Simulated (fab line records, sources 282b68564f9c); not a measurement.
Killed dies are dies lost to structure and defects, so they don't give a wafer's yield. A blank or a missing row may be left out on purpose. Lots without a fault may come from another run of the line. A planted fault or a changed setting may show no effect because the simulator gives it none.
fab line records | flow rit_cmos
record lots=7 wafers=21 last_day=6
route steps=202 shown SILICIDE@161 CONTACT@168 M1@202
lots that met no fault: from a run of the same line without faults
start_h: hours from the record's first day to the start of the lot's first wafer shown | wait_h: hours since the lot's step before | " the same as in the row above | L1.1+2: a row that stands for several wafers | - no value, or no start given | * or withheld: withheld | < > ~ a bound
route shown NAME@n: a module of which the file shows steps, and the number in the route of the first | usual: mean/standard deviation of fault-free wafers | same: alike in all rows | chamber/n: place in a boat | sites: the reading at each site | _std_site: their standard deviation | _edge_site: outer sites' mean less inner sites' | radius_mm: how far each site lies from the wafer's centre | mask NAME#n: copy n | behind: the tool/chamber that last shaped the wafer | hold: why the lot was held/for how many hours/how that ended | device: the transistor (n, p or np) that didn't switch | end of line: the same wafers' tests at the end of the route | a step without rows: its recipe alone | killed: dies lost to structure and defects at the first sort, not the wafer's yield | map: a wafer's dies, x killed, . not, _ none there
set.NAME: the setting as run; set.NAME@STEP: as run at that earlier step | model.NAME: the simulator's own value behind a step, which no gauge read
lots at some steps of the route; a table a step, a row a wafer
services: from which hour (start_h, from the record's first day; less than 0 if before it) a tool's chamber was out of use, for how many hours, and why
## steps
# step RIT_SILICIDE_WET_ETCH_00
# recipe chemistry=BOE target=SiO2 target_depth_nm=14 time_s=15 dry=n2_spin dilution=10:1 temp_c=21.5
# step RIT_SILICIDE_SPUTTER_01
# recipe material=Ti target_thk_nm=30 power_w=350 chamber_pressure_pa=0.667 gas=Ar time_s=240 substrate_temp_c=25
# usual throttle_valve_pct=30.5/0.99
# columns lot.wafer tool chamber start_h wait_h throttle_valve_pct
L388.1 pvd_sputter-02 - 103.43 0.0 30.9
L388.5 " - " " 30.9
L388.6 " - " " 30.9
L389.2 pvd_sputter-03 - 108.17 0.0 29.3
L389.3 " - " " 29.7
L389.5 " - " " 29.8
L393.1 pvd_sputter-03 - 128.76 0.0 30.0
L393.2 " - " " 29.7
L393.5 " - " " 29.6
L394.3 pvd_sputter-02 - 132.24 0.0 30.7
L394.4 " - " " 31.2
L394.6 " - " " 30.5
L395.2 pvd_sputter-03 - 139.59 0.0 29.7
L395.3 " - " " 29.6
L395.5 " - " " 29.6
L396.2 pvd_sputter-02 - 143.71 0.0 30.4
L396.3 " - " " 30.4
L396.6 " - " " 30.5
L397.1 pvd_sputter-03 - 147.64 0.0 29.4
L397.2 " - " " 32.7
L397.6 " - " " 29.5
# step RIT_SILICIDE_RS_MEAS_02
# recipe thk_meas_gauge=four-point-probe reads=Ti_of_SILICIDE_SPUTTER_01
# usual SILICIDE_TI_RS=47.6/0.53
# columns lot.wafer tool chamber start_h wait_h SILICIDE_TI_RS[ohm/sq]
L388.1 film_metro-02 - 103.58 0.1 47.4
L388.5 " - " " 47.3
L388.6 " - " " 48.0
L389.2 film_metro-04 - 108.34 0.1 48.2
L389.3 " - " " 48.4
L389.5 " - " " 48.5
L393.1 film_metro-01 - 128.91 0.1 46.9
L393.2 " - " " 46.4
L393.5 " - " " 46.9
L394.3 film_metro-04 - 132.43 0.1 47.6
L394.4 " - " " 47.8
L394.6 " - " " 47.2
L395.2 film_metro-01 - 139.76 0.1 46.9
L395.3 " - " " 46.2
L395.5 " - " " 46.7
L396.2 film_metro-02 - 143.88 0.1 48.0
L396.3 " - " " 47.8
L396.6 " - " " 47.6
L397.1 film_metro-02 - 147.79 0.1 47.2
L397.2 " - " " 47.6
L397.6 " - " " 46.9
# step RIT_SILICIDE_THK_MEAS_03
# recipe thk_meas_gauge=xrf reads=Ti_of_SILICIDE_SPUTTER_01
# usual SILICIDE_TI_THK=30.6/0.32
# columns lot.wafer tool chamber start_h wait_h SILICIDE_TI_THK[nm]
L388.1 film_metro-02 - 103.70 0.1 30.7
L388.5 " - " " 30.8
L388.6 " - " " 30.3
L389.2 film_metro-04 - 108.45 0.1 30.2
L389.3 " - " " 30.2
L389.5 " - " " 30.1
L393.1 film_metro-01 - 129.03 0.1 31.0
L393.2 " - " " 31.3
L393.5 " - " " 30.9
L394.3 film_metro-04 - 132.53 0.1 30.8
L394.4 " - " " 30.5
L394.6 " - " " 30.7
L395.2 film_metro-01 - 139.87 0.1 30.9
L395.3 " - " " 31.3
L395.5 " - " " 31.0
L396.2 film_metro-02 - 143.99 0.1 30.4
L396.3 " - " " 30.7
L396.6 " - " " 30.6
L397.1 film_metro-02 - 147.91 0.1 31.0
L397.2 " - " " 30.5
L397.6 " - " " 31.1
# step RIT_SILICIDE_RTA_04
# recipe temp_c=650 time_s=10 idle_temp_c=25 ramp_up_s=5 ramp_down_s=5 cool_to_c=25 ambient=N2
# usual wafer_temp_C_max=652.3/0.64
# columns lot.wafer tool chamber start_h wait_h wafer_temp_C_max
L388.1 rtp_anneal-02 0 103.76 0.1 653.9
L388.5 " 0 " " 653.0
L388.6 " 0 " " 652.9
L389.2 rtp_anneal-01 0 108.51 0.1 651.8
L389.3 " 0 " " 651.3
L389.5 " 0 " " 652.5
L393.1 rtp_anneal-01 0 129.09 0.1 652.1
L393.2 " 0 " " 651.6
L393.5 " 0 " " 651.0
L394.3 rtp_anneal-02 0 132.59 0.1 653.3
L394.4 " 0 " " 653.0
L394.6 " 0 " " 653.4
L395.2 rtp_anneal-01 0 139.93 0.1 651.6
L395.3 " 0 " " 652.2
L395.5 " 0 " " 651.8
L396.2 rtp_anneal-02 0 144.05 0.1 653.3
L396.3 " 0 " " 652.9
L396.6 " 0 " " 652.6
L397.1 rtp_anneal-01 0 147.97 0.1 651.1
L397.2 " 0 " " 652.5
L397.6 " 0 " " 651.4
# step RIT_SILICIDE_WET_ETCH_05
# recipe chemistry=SPM target=Ti temp_c=90 time_s=120 dry=n2_spin
# step RIT_SILICIDE_RTA_06
# recipe temp_c=750 time_s=10 idle_temp_c=25 ramp_up_s=5 ramp_down_s=10 cool_to_c=25 ambient=N2
# usual wafer_temp_C_max=752.9/0.86
# columns lot.wafer tool chamber start_h wait_h wafer_temp_C_max
L388.1 rtp_anneal-01 0 103.87 0.0 752.7
L388.5 " 0 " " 752.5
L388.6 " 0 " " 752.6
L389.2 rtp_anneal-02 0 108.63 0.0 752.6
L389.3 " 0 " " 753.1
L389.5 " 0 " " 753.9
L393.1 rtp_anneal-02 0 129.20 0.0 753.7
L393.2 " 0 " " 754.8
L393.5 " 0 " " 754.2
L394.3 rtp_anneal-01 0 132.70 0.0 752.4
L394.4 " 0 " " 752.5
L394.6 " 0 " " 752.6
L395.2 rtp_anneal-02 0 140.04 0.0 752.9
L395.3 " 0 " " 753.1
L395.5 " 0 " " 752.1
L396.2 rtp_anneal-01 0 144.16 0.0 753.2
L396.3 " 0 " " 752.1
L396.6 " 0 " " 753.1
L397.1 rtp_anneal-02 0 148.08 0.0 754.9
L397.2 " 0 " " 753.3
L397.6 " 0 " " 752.6
# step RIT_CONTACT_CVD_00
# recipe material=SiO2 target_thk_nm=400 precursor=TEOS temp_c=390 time_s=61 rf_w=412.9
# usual heater_power_w=318/65 rf_fwd_power_W=409.3/1.6
# columns lot.wafer tool chamber start_h wait_h heater_power_w rf_fwd_power_W since_wet_clean_h
L388.1 pecvd-03 2 103.94 0.1 448 408.0 255
L388.5 " 1 " " 360 407.5 -
L388.6 " 0 " " 207 408.5 -
L389.2 pecvd-01 2 108.68 0.0 378 412.4 1054
L389.3 " 1 " " 281 411.9 1054
L389.5 " 2 " " 289 412.4 -
L393.1 pecvd-02 0 129.27 0.1 234 409.4 685
L393.2 " 1 " " 238 409.1 685
L393.5 " 1 " " 258 407.0 -
L394.3 pecvd-03 0 132.74 0.0 254 409.2 283
L394.4 " 0 " " 260 409.8 -
L394.6 " 2 " " 401 405.3 -
L395.2 pecvd-01 2 140.10 0.0 328 409.5 1086
L395.3 " 1 " " 291 410.7 1086
L395.5 " 2 " " 330 409.2 -
L396.2 pecvd-02 2 144.22 0.0 385 409.9 699
L396.3 " 1 " " 321 407.9 699
L396.6 " 1 " " 234 407.4 -
L397.1 pecvd-03 1 148.15 0.1 316 408.5 299
L397.2 " 0 " " 276 408.8 299
L397.6 " 1 " " 334 409.4 -
# step RIT_CONTACT_THK_MEAS_01
# recipe reads=SiO2_of_CONTACT_CVD_00
# usual CONTACT_TEOS_THK=404/4.7
# columns lot.wafer tool chamber start_h wait_h CONTACT_TEOS_THK[nm]
L388.1 film_metro-04 - 103.99 0.0 401
L388.5 " - " " 405
L388.6 " - " " 408
L389.2 film_metro-01 - 108.74 0.0 402
L389.3 " - " " 401
L389.5 " - " " 412
L393.1 film_metro-01 - 129.32 0.0 396
L393.2 " - " " 399
L393.5 " - " " 403
L394.3 film_metro-03 - 132.81 0.0 400
L394.4 " - " " 407
L394.6 " - " " 410
L395.2 film_metro-01 - 140.16 0.0 402
L395.3 " - " " 399
L395.5 " - " " 409
L396.2 film_metro-04 - 144.28 0.0 400
L396.3 " - " " 398
L396.6 " - " " 409
L397.1 film_metro-03 - 148.20 0.0 395
L397.2 " - " " 398
L397.6 " - " " 402
# step RIT_CONTACT_HMDS_02
# recipe prime_time_s=60 prime_temp_c=140
# step RIT_CONTACT_COAT_03
# recipe resist=NOVOLAK spin_rpm=3250 resist_thk_nm=1000
# step RIT_CONTACT_SOFTBAKE_04
# recipe resist=NOVOLAK temp_c=90 time_s=60
# step RIT_CONTACT_EXPOSE_05
# recipe mask_id=M11 na=0.6 source_shape=conventional sigma_outer=0.5 target_cd_nm=1000 dose_mj=250
# columns lot.wafer tool chamber start_h wait_h mask model.CONTACT.overlay_x_nm
L388.1+5+6 iline_stepper-02 0 104.50 0.1 M11#0 -0.01142
L389.2+3+5 iline_stepper-01 0 109.39 0.2 M11#0 -0.3978
L393.1+2+5 iline_stepper-01 0 129.83 0.1 M11#0 130.4
L394.3+4+6 iline_stepper-02 0 133.47 0.2 M11#0 0.4326
L395.2+3+5 iline_stepper-01 0 140.89 0.2 M11#0 129.6
L396.2+3+6 iline_stepper-01 0 144.80 0.1 M11#0 130.2
L397.1+2+6 iline_stepper-02 0 148.84 0.2 M11#0 0.2809
# step RIT_CONTACT_PEB_06
# recipe resist=NOVOLAK temp_c=withheld time_s=withheld
# step RIT_CONTACT_DEVELOP_07
# recipe resist=NOVOLAK develop_time_s=120 dev_temp_c=23
# step RIT_CONTACT_CD_MEAS_08
# recipe target_cd_nm=1000
# usual cd_nm=1000.1/2.3
# columns lot.wafer tool chamber start_h wait_h cd_nm
L388.1 cd_sem-02 - 105.01 - 999.9
L388.5 " - " " 998.9
L388.6 " - " " 997.6
L389.2 cd_sem-02 - 109.90 - 997.9
L389.3 " - " " 997.5
L389.5 " - " " 997.0
L393.1 cd_sem-02 - 130.34 - 999.0
L393.2 " - " " 999.2
L393.5 " - " " 1000.6
L394.3 cd_sem-01 - 133.98 - 999.1
L394.4 " - " " 1000.5
L394.6 " - " " 1000.1
L395.2 cd_sem-01 - 141.41 - 995.4
L395.3 " - " " 994.9
L395.5 " - " " 995.7
L396.2 cd_sem-02 - 145.47 - 1004.6
L396.3 " - " " 1001.4
L396.6 " - " " 1004.2
L397.1 cd_sem-01 - 149.35 - 1000.7
L397.2 " - " " 1002.6
L397.6 " - " " 1003.2
# step RIT_CONTACT_OVL_MEAS_09
# usual CONTACT_OVL=0.7/1.3
# columns lot.wafer tool chamber start_h wait_h CONTACT_OVL[nm]
L388.1 overlay-01 - 105.13 0.1 1.2
L388.5 " - " " 0.4
L388.6 " - " " -0.1
L389.2 overlay-02 - 110.01 0.1 0.7
L389.3 " - " " 0.0
L389.5 " - " " -0.1
L393.1 overlay-02 - 130.46 0.1 132.4
L393.2 " - " " 132.1
L393.5 " - " " 130.8
L394.3 overlay-02 - 134.08 0.1 -0.2
L394.4 " - " " 0.8
L394.6 " - " " 1.8
L395.2 overlay-01 - 141.51 0.1 129.8
L395.3 " - " " 130.6
L395.5 " - " " 129.2
L396.2 overlay-02 - 145.57 0.1 131.2
L396.3 " - " " 131.3
L396.6 " - " " 130.9
L397.1 overlay-02 - 149.47 0.1 0.4
L397.2 " - " " 0.2
L397.6 " - " " 1.1
# step RIT_CONTACT_HARDBAKE_10
# recipe resist=NOVOLAK temp_c=140 time_s=60
# step RIT_M1_PROBE_99
# usual killed_at_contacts=0.1/0.27 killed_at_front_end=6.7/2.9 killed_dies=6.7/2.9 killed_open=3.4/1.8 killed_short=3.3/2.2
# same gross_dies=264 killed_at_M0_to_M3=0 killed_at_M4_up=0 killed_at_back_side=0 killed_at_other=0
# columns lot.wafer tool chamber start_h wait_h killed_at_contacts killed_at_front_end killed_dies killed_open killed_short model.etest.contact_to_gate.bv_left_v model.etest.contact_to_gate.bv_right_v
L388.1 prober-01 - 110.59 0.1 0 8 8 4 4 91.62 88.61
L388.5 prober-01 - 110.79 0.2 1 9 10 4 6 88.08 93.66
L388.6 prober-01 - 110.84 0.2 0 4 4 1 3 92.38 88.38
L389.2 prober-02 - 115.57 0.1 0 5 5 4 1 90.35 93.62
L389.3 prober-02 - 115.62 0.2 0 7 7 4 3 90.03 92.45
L389.5 prober-02 - 115.72 0.2 0 8 8 3 5 89.45 88.99
L393.1 prober-02 - 135.75 0.1 0 6 6 3 3 154.9 25.36
L393.2 prober-02 - 135.80 0.1 0 8 8 3 5 153.5 25.46
L393.5 prober-02 - 135.95 0.2 0 9 9 7 2 155.9 24.01
L394.3 prober-01 - 139.36 0.2 0 6 6 4 2 91.59 93.11
L394.4 prober-01 - 139.41 0.2 0 5 5 3 2 91.03 90.23
L394.6 prober-01 - 139.51 0.2 0 5 5 2 3 89.13 89.23
L395.2 prober-02 - 146.72 0.1 0 6 6 5 1 160.3 26.94
L395.3 prober-02 - 146.77 0.2 0 2 2 1 1 155.7 27.1
L395.5 prober-02 - 146.87 0.2 0 6 6 1 5 154.9 25.56
L396.2 prober-01 - 150.74 0.1 0 6 6 2 4 154.1 22.23
L396.3 prober-01 - 150.79 0.2 0 7 7 2 5 153 24.86
L396.6 prober-01 - 150.94 0.2 1 12 13 5 8 152.8 22.52
L397.1 prober-02 - 154.64 0.1 0 5 5 4 1 91.02 92.31
L397.2 prober-02 - 154.69 0.1 0 10 10 4 6 91.52 88.21
L397.6 prober-02 - 154.89 0.2 0 5 5 3 2 91.14 92.08
# killed by level:class
L388.1 GATE:geometric_particle:short=2 GATE:geometric_particle:open=2 REOX:geometric_particle:short=1 SPACER:geometric_particle:open=1 SPACER:geometric_particle:short=1 SILICIDE:geometric_particle:open=1
L388.5 GATE:geometric_particle:open=4 GATE:geometric_particle:short=2 SPACER:geometric_particle:short=2 FOX1:geometric_particle:short=1 CONTACT:geometric_particle:short=1
L388.6 SILICIDE:geometric_particle:short=3 REOX:geometric_particle:open=1
L389.2 GATE:geometric_particle:open=3 GATE:geometric_particle:short=1 SILICIDE:geometric_particle:open=1
L389.3 GATE:geometric_particle:short=2 FOX1:geometric_particle:open=1 GATE:geometric_particle:open=1 REOX:geometric_particle:open=1 REOX:geometric_particle:short=1 SILICIDE:geometric_particle:open=1
L389.5 GATE:geometric_particle:short=2 REOX:geometric_particle:short=2 FOX1:geometric_particle:open=1 FOX1:geometric_particle:short=1 GATE:geometric_particle:open=1 STARTING-WAFER:geometric_particle:open=1
L393.1 FOX1:geometric_particle:short=2 FOX2:geometric_particle:open=1 GATE:geometric_particle:open=1 SILICIDE:geometric_particle:open=1 SILICIDE:geometric_particle:short=1
L393.2 GATE:geometric_particle:short=2 REOX:geometric_particle:open=2 FOX1:geometric_particle:short=1 REOX:geometric_particle:short=1 SPACER:geometric_particle:open=1 SILICIDE:geometric_particle:short=1
L393.5 FOX1:geometric_particle:open=3 GATE:geometric_particle:open=2 GATE:geometric_particle:short=2 SILICIDE:geometric_particle:open=2
L394.3 SPACER:geometric_particle:open=3 FOX1:geometric_particle:open=1 FOX1:geometric_particle:short=1 SILICIDE:geometric_particle:short=1
L394.4 GATE:geometric_particle:open=3 GATE:geometric_particle:short=1 SPACER:geometric_particle:short=1
L394.6 GATE:geometric_particle:short=2 FOX1:geometric_particle:short=1 FOX1:geometric_particle:open=1 GATE:geometric_particle:open=1
L395.2 GATE:geometric_particle:open=2 FOX2:geometric_particle:open=1 GATE:geometric_particle:short=1 REOX:geometric_particle:open=1 SILICIDE:geometric_particle:open=1
L395.3 SILICIDE:geometric_particle:short=1 SILICIDE:geometric_particle:open=1
L395.5 GATE:geometric_particle:short=3 FOX1:geometric_particle:short=1 GATE:geometric_particle:open=1 SILICIDE:geometric_particle:short=1
L396.2 GATE:geometric_particle:short=2 REOX:geometric_particle:open=2 ACTIVE:geometric_particle:short=1 FOX1:geometric_particle:short=1
L396.3 SPACER:geometric_particle:short=2 FOX1:geometric_particle:short=1 GATE:geometric_particle:short=1 GATE:geometric_particle:open=1 REOX:geometric_particle:short=1 REOX:geometric_particle:open=1
L396.6 REOX:geometric_particle:open=4 GATE:geometric_particle:short=2 SPACER:geometric_particle:short=2 SILICIDE:geometric_particle:short=2 FOX1:geometric_particle:short=1 GATE:geometric_particle:open=1 CONTACT:geometric_particle:short=1
L397.1 SPACER:geometric_particle:open=3 GATE:geometric_particle:short=1 REOX:geometric_particle:open=1
L397.2 GATE:geometric_particle:open=4 GATE:geometric_particle:short=3 SPACER:geometric_particle:short=3
L397.6 SILICIDE:geometric_particle:open=2 GATE:geometric_particle:open=1 GATE:geometric_particle:short=1 SPACER:geometric_particle:short=1
## services
# columns tool chamber start_h hours kind
pecvd-02 2 107.85 11.2 repair
pecvd-02 2 121.51 5.9 repair
## key
first_sign step=RIT_CONTACT_OVL_MEAS_09 reading=CONTACT_OVL direction=up sigmas=99+ usual=0.7 struck=130.9
effect none on later readings
model_effect step=RIT_CONTACT_EXPOSE_05 value=CONTACT.overlay_x_nm without=0.06852 struck=130.1
model_effect step=RIT_M1_PROBE_99 value=etest.contact_to_gate.bv_left_v without=90.03 struck=155
met_at RIT_CONTACT_EXPOSE_05
struck_wafers L393.1,L393.2,L393.5,L395.2,L395.3,L395.5,L396.2,L396.3,L396.6
tester_left_out L393,L395,L396
onset_between 109.39 129.83
fault kind=scanner_matching_overlay tool=iline_stepper-01 chamber=- onset_h=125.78 steps=RIT_CONTACT_EXPOSE_05 offset=130
# tester_left_out: of these lots the tester's yield and bins aren't shown, on N5 and GAA mostly nor the transistor test; their killed dies are dies lost to structure and defects alone, not to doping, threshold or leakage, so they don't give the yield
